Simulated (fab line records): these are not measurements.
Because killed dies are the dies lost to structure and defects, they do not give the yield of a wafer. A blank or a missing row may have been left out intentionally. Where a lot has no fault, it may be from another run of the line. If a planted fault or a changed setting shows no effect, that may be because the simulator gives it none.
Lot-split experiment    flow berkeley cmos170    5 lots, 23 wafers read, on a route of 331 steps

## THE SPLIT ITSELF
At UCB170_M3_SPUTTER_01 (material Al, target thk 900 nm, time 120 s), the setting time s was moved away from the recipe's 120 s on 4 of the 23 wafers read, by -10.7% to +6.5%. All remaining wafers had this setting at the recipe value.

## FROM THE SPLIT ON TO THE READING: in between, the file shows 1 step
- UCB170_M3_RS_MEAS_02: measures by four-point-probe

## THE READING
M3_AL_THK, in nm, at UCB170_M3_THK_MEAS_03 (measures by xrf). Typical for fault-free wafers on this fab line: 894 nm, with standard deviation 9.7 nm.

wafer   tool, chamber at the split  time s as run, s  against the recipe  M3_AL_THK, nm  against lot-mates on the recipe
L078.1  pvd sputter-03, -           120               recipe              889            -
L078.2  pvd sputter-03, -           127.8             +6.5%               948            +59
L078.3  pvd sputter-03, -           127.8             +6.5%               952            +63
L078.4  pvd sputter-03, -           120               recipe              895            -
L078.6  pvd sputter-03, -           120               recipe              882            -
L077.3  pvd sputter-03, -           120               recipe              904            -
L077.4  pvd sputter-03, -           120               recipe              898            -
L077.6  pvd sputter-03, -           120               recipe              897            -
L081.1  pvd sputter-03, -           120               recipe              915            -
L081.2  pvd sputter-03, -           120               recipe              899            -
L081.4  pvd sputter-03, -           120               recipe              909            -
L081.5  pvd sputter-03, -           120               recipe              905            -
L081.6  pvd sputter-03, -           120               recipe              908            -
L082.2  pvd sputter-01, -           120               recipe              880            -
L082.3  pvd sputter-01, -           120               recipe              878            -
L082.4  pvd sputter-01, -           120               recipe              891            -
L082.5  pvd sputter-01, -           120               recipe              879            -
L082.6  pvd sputter-01, -           120               recipe              888            -
L080.2  pvd sputter-04, -           107.2             -10.7%              796            -103
L080.3  pvd sputter-04, -           120               recipe              891            -
L080.4  pvd sputter-04, -           107.2             -10.7%              794            -105
L080.5  pvd sputter-04, -           120               recipe              907            -
L080.6  pvd sputter-04, -           120               recipe              898            -

THE FIT
A straight line over all 23 wafers: M3_AL_THK changes by +9.12 nm for each +1% of time s; r = +0.96; the points scatter about the line by 10 nm.
The same after taking each lot's own level away (the mean of its wafers on the recipe; 23 wafers): +9.64 nm for each +1%; r = +0.99; scatter 5 nm.
That fit puts the effect of the largest move of time s on the reading at 1e+02 nm.
From 883.2 to 907.2 nm: that is the span of the lots' own levels, equal to 2.5 times the standard deviation above.
Consequently the slope shifts little with the lot-to-lot level, the two slopes agreeing.
Check: with one of the wafers moved furthest among these (-10.7%) left out of the fit, the line predicts -103 nm for it against its lot-mates. Against them it came out at -103 nm.

## OTHER SPLITS APPLIED TO THESE WAFERS
Other splits were also applied to these wafers ahead of the reading. Each is held against what the fit with the lots' levels taken away leaves over:
other split on the same wafers         wafers away from the commonest value  r with M3_AL_THK (lot level and that fit taken away)
UCB170_ZERO_COAT_01 spin rpm           5                                     -0.12
UCB170_ZERO_DEVELOP_05 develop time s  10                                    +0.11
UCB170_ACTIVE_PEB_11 peb temp c        9                                     +0.14
UCB170_GATE_OXIDATION_01 ox time s     15                                    +0.00
UCB170_NLDD_STRIP_10 o2 flow sccm      10                                    +0.20
UCB170_M1_SPUTTER_00 time s            9                                     -0.03
UCB170_M1_METAL_ETCH_12 time s         11                                    -0.20
UCB170_V1_COAT_07 spin rpm             11                                    -0.24

## THE WHOLE CHAIN: every reading that the file lists as answering this split, in the file's order
step                   what it does                                reading                                                                      change (the file's fit)                r (the file's)
UCB170_M3_SPUTTER_01   material Al, target thk 900 nm, time 120 s  Al_of_M3_SPUTTER_01.thk nm (the simulator's own value, which no gauge read)  +9.57 nm for each +1% of the setting   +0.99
UCB170_M3_RS_MEAS_02   measures by four-point-probe                M3_AL_RS                                                                     -0.000377 for each +1% of the setting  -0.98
UCB170_M3_THK_MEAS_03  measures by xrf                             M3_AL_THK                                                                    +9.63 for each +1% of the setting      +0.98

## THE FILE'S OWN FIT
M3_AL_THK changes by +9.63 nm for each +1% of time s, r = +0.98.
